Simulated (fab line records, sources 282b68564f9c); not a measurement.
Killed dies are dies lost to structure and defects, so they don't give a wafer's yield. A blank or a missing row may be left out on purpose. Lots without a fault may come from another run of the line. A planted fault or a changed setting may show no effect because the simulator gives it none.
Split-lot experiment | flow rit_cmos | 5 lots, 23 wafers read, on a route of 202 steps

THE SPLIT
At RIT_NWELL_IMPLANT_08, the setting energy_kev was moved away from the recipe's 170 on 9 of the 23 wafers read, by -4.6% to +6.0%. The other wafers ran this setting at the recipe's value.

The reading is taken at the split's own step.

THE READING
implant.drp_nm (the simulator's own value, which no gauge read), in nm, at RIT_NWELL_IMPLANT_08. The file gives no usual value for it.

wafer  | tool, chamber at the split | energy_kev as run | against the recipe | implant.drp_nm, nm | against lot-mates on the recipe
L075.1 | implanter-01, 0            | 172.7             | +1.6%              | 69.64              | +0.82
L075.2 | implanter-01, 0            | 172.7             | +1.6%              | 69.64              | +0.82
L075.5 | implanter-01, 0            | 172.7             | +1.6%              | 69.64              | +0.82
L075.3 | implanter-01, 0            | 170               | recipe             | 68.82              | -
L075.6 | implanter-01, 0            | 170               | recipe             | 68.82              | -
L077.1 | implanter-02, 0            | 170               | recipe             | 68.82              | -
L077.3 | implanter-02, 0            | 170               | recipe             | 68.82              | -
L077.2 | implanter-02, 0            | 162.2             | -4.6%              | 66.49              | -2.33
L077.4 | implanter-02, 0            | 162.2             | -4.6%              | 66.49              | -2.33
L077.6 | implanter-02, 0            | 162.2             | -4.6%              | 66.49              | -2.33
L079.1 | implanter-03, 0            | 170               | recipe             | 68.82              | -
L079.3 | implanter-03, 0            | 170               | recipe             | 68.82              | -
L079.4 | implanter-03, 0            | 170               | recipe             | 68.82              | -
L079.5 | implanter-03, 0            | 170               | recipe             | 68.82              | -
L079.6 | implanter-03, 0            | 170               | recipe             | 68.82              | -
L082.1 | implanter-01, 0            | 180.2             | +6.0%              | 71.89              | +3.07
L082.2 | implanter-01, 0            | 180.2             | +6.0%              | 71.89              | +3.07
L082.3 | implanter-01, 0            | 180.2             | +6.0%              | 71.89              | +3.07
L082.5 | implanter-01, 0            | 170               | recipe             | 68.82              | -
L082.6 | implanter-01, 0            | 170               | recipe             | 68.82              | -
L083.3 | implanter-01, 0            | 170               | recipe             | 68.82              | -
L083.5 | implanter-01, 0            | 170               | recipe             | 68.82              | -
L083.6 | implanter-01, 0            | 170               | recipe             | 68.82              | -

THE FIT
A straight line over all 23 wafers: implant.drp_nm changes by +0.51 nm for each +1% of energy_kev; r = +1.00; the points scatter about the line by 0.005 nm.
The same after taking each lot's own level away (the mean of its wafers on the recipe; 23 wafers): +0.51 nm for each +1%; r = +1.00; scatter 0.005 nm.
On that fit, the largest move of energy_kev shifts the reading by 3.1 nm.
The lots' own levels span 68.820 to 68.820 nm.
So the lot-to-lot level changes the slope little: the two slopes agree.
Check: with one of the wafers moved furthest among these (+6.0%) left out of the fit, the line predicts +3.06 nm for it against its lot-mates. It came out at +3.07 nm against them.

OTHER SPLITS ON THESE WAFERS
These wafers also went through other splits before the reading. Each is held against what the fit with the lots' levels taken away leaves over:
other split on the same wafers  | wafers away from the commonest value | r with implant.drp_nm (lot level and that fit taken away)
RIT_ACTIVE_OXIDATION_01 temp_c  | 18                                   | -0.54
RIT_ACTIVE_COAT_06 spin_rpm     | 9                                    | -0.27
RIT_FOX1_OXIDATION_00 ox_time_s | 15                                   | -0.51
RIT_NWELL_COAT_01 spin_rpm      | 5                                    | -0.28

THE WHOLE CHAIN: every reading that the file lists as answering this split, in the file's order
step                 | what it does | reading                                                         | change (the file's fit)              | r (the file's)
RIT_NWELL_IMPLANT_08 |              | implant.rp_nm (the simulator's own value, which no gauge read)  | +2.13 nm for each +1% of the setting | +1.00
RIT_NWELL_IMPLANT_08 |              | implant.drp_nm (the simulator's own value, which no gauge read) | +0.51 nm for each +1% of the setting | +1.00

THE FILE'S OWN FIT
implant.drp_nm changes by +0.51 nm for each +1% of energy_kev, r = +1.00.
